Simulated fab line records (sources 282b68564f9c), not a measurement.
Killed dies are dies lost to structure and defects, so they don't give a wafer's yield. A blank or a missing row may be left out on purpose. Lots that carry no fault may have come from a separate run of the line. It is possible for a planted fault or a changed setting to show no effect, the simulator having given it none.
Code-filled problem report in 8D (eight disciplines) form    flow rit-cmos    the parts of the form that need people (team, actions taken, sign-off) are left out

## 1. PROBLEM STATEMENT
Wafers without a fault read 89.05 s, standard deviation 0.19; run-length-s at RIT_M1_SOFTBAKE_05 reads a mean of 72.06 s on 6 wafers belonging to 2 lots. That puts it -89 standard deviations away from the usual mean.
The step: time 60 s.
Seen first at day 6 04:32 on litho-track-02, wafer L627.1. At this step, 42 wafers from 14 lots have a number in the record. Rule for "out", or "out of limits": more than 4 standard deviations from the usual mean. Any other wafer with a number is counted as sound.

## 2. WHAT IT IS, WHAT IT ISN'T
question                     is                                  is not
which readings at this step  run-length-s, heater-power-total-W  -
which lots                   L627, L630                          L614, L615, L616, L617, L620, L621, L622, L623, L626, L629, L635, L636
which wafers of those lots   all that have a number              -
read on which tools          litho-track-02                      litho-track-01, litho-track-04
when                         from day 6 04:32                    up to then (27 sound wafers); but 9 sound wafers of L629, L635, L636 came after

## 3. SUSPECTS, AND WHAT RULES EACH OUT
Counting: a tool at a process step up to the reading stays a suspect if it ran every lot that is out and no sound lot after the first of them.
- litho-track-02 at RIT_M1_SOFTBAKE_05 (time 60 s): kept. It ran every lot that is out, first L627 (day 6 04:32), and no sound lot after that; its last sound lot up to then is L626 (day 5 22:19). On those wafers its own readings are out: heater-power-total-W, run-length-s.
The count leaves litho-track-02 at RIT_M1_SOFTBAKE_05.

## 4. THE CAUSE (what the simulator had put in)
Process parameter drift: litho-track-02, from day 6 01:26 on, at RIT_M1_SOFTBAKE_05. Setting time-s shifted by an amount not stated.
This tool alone remained once counting was done.

## 5. THE EFFECT CHAIN, in route order
Rows list readings where the struck wafers' mean (over those with a number) sits beyond 3 standard deviations from the usual. Only readings for which the record gives a usual standard deviation are gone through. hours: the time from each lot's start at the first step in this table that gives one to its start at this step, as a median over the lots. sigmas: the change in usual standard deviations.
hours  step                reading               usual    on struck wafers  change  sigmas
0      RIT_M1_SOFTBAKE_05  heater-power-total-W  34.56 W  38.11             +3.55   +72
0      RIT_M1_SOFTBAKE_05  run-length-s          89.05 s  72.06             -16.99  -89
The process steps in it:
- RIT_M1_SOFTBAKE_05: time 60 s.

## 6. HOW IT WOULD HAVE BEEN CAUGHT EARLIER
In this record the first reading out of limits was taken at day 6 04:32, 3 hours after the fault began at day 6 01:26.
